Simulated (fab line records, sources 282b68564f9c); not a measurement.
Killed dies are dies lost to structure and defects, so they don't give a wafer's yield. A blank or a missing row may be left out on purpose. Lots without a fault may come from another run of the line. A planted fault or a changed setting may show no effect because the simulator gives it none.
One fault seen from 2 desks | flow rit_cmos | each desk has only its own numbers; what lay behind them comes last

THE METROLOGY DESK
What the gauges read, lot by lot, whatever tool the lot ran on: means of the sampled wafers that have a number. A lot is out of limits, marked OUT, if its mean lies more than 4 standard deviations from the usual mean; the brackets give that distance.
Columns: A = PSD_RS at RIT_SDANNEAL_RS_MEAS_04, usual 115.96 ohm/sq
lot  | first seen here | A
L355 | day 3 07:02     | 115.63
L356 | day 3 11:06     | 115.86
L357 | day 3 12:26     | 115.88
L358 | day 3 18:41     | 115.96
L359 | day 3 22:19     | 116.06
L360 | day 4 04:37     | 116.05
L362 | day 4 12:13     | 116.51
L366 | day 5 08:18     | 144.93 (+99 or more) OUT
L368 | day 5 18:56     | 144.30 (+99 or more) OUT
L371 | day 6 09:11     | 115.65
L374 | day 7 02:02     | 115.86
L376 | day 7 09:55     | 116.03
L378 | day 7 19:54     | 116.20
This desk's finding: out of limits on L366, L368; first on L366, day 5 08:18 (PSD_RS at RIT_SDANNEAL_RS_MEAS_04). In limits: L355, L356, L357, L358, L359, L360, L362, L371, L374, L376, L378.

THE TOOL OWNER'S DESK: rtp_anneal-01
The tool's own readings at RIT_SDANNEAL_RTA_03 (time 5 s): means of the sampled wafers that have a number, for each lot that ran on this tool. A lot is out of limits, marked OUT, if its mean lies more than 4 standard deviations from the usual mean; the brackets give that distance.
Columns: A = wafer_temp_C_max at RIT_SDANNEAL_RTA_03, usual 1053.6
lot  | first seen here | A
L356 | day 3 11:02     | 1055.0
L358 | day 3 18:37     | 1052.7
L360 | day 4 04:32     | 1053.4
L362 | day 4 12:10     | 1053.4
L366 | day 5 08:14     | 1013.5 (-33) OUT
L368 | day 5 18:52     | 1012.7 (-34) OUT
This desk's finding: out of limits on L366, L368; first on L366, day 5 08:14 (wafer_temp_C_max at RIT_SDANNEAL_RTA_03). In limits: L356, L358, L360, L362.

PUT TOGETHER
The tool owner's desk could have raised an alarm at day 5 08:14, on L366, L368.
The metrology desk could have raised an alarm at day 5 08:18, on L366, L368.
Of the lots named, all ran RIT_SDANNEAL_RTA_03 on rtp_anneal-01.

WHAT THE SIMULATOR HAD PUT IN
Process parameter drift: rtp_anneal-01, from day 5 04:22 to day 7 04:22, at RIT_SDANNEAL_RTA_03. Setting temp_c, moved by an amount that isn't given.
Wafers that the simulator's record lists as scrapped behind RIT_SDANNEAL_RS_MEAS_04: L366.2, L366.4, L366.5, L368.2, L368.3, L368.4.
Lots struck among those shown: L366, L368.
Hours from the fault's start to each desk's first reading out of limits: the tool owner's desk, 4; the metrology desk, 4.
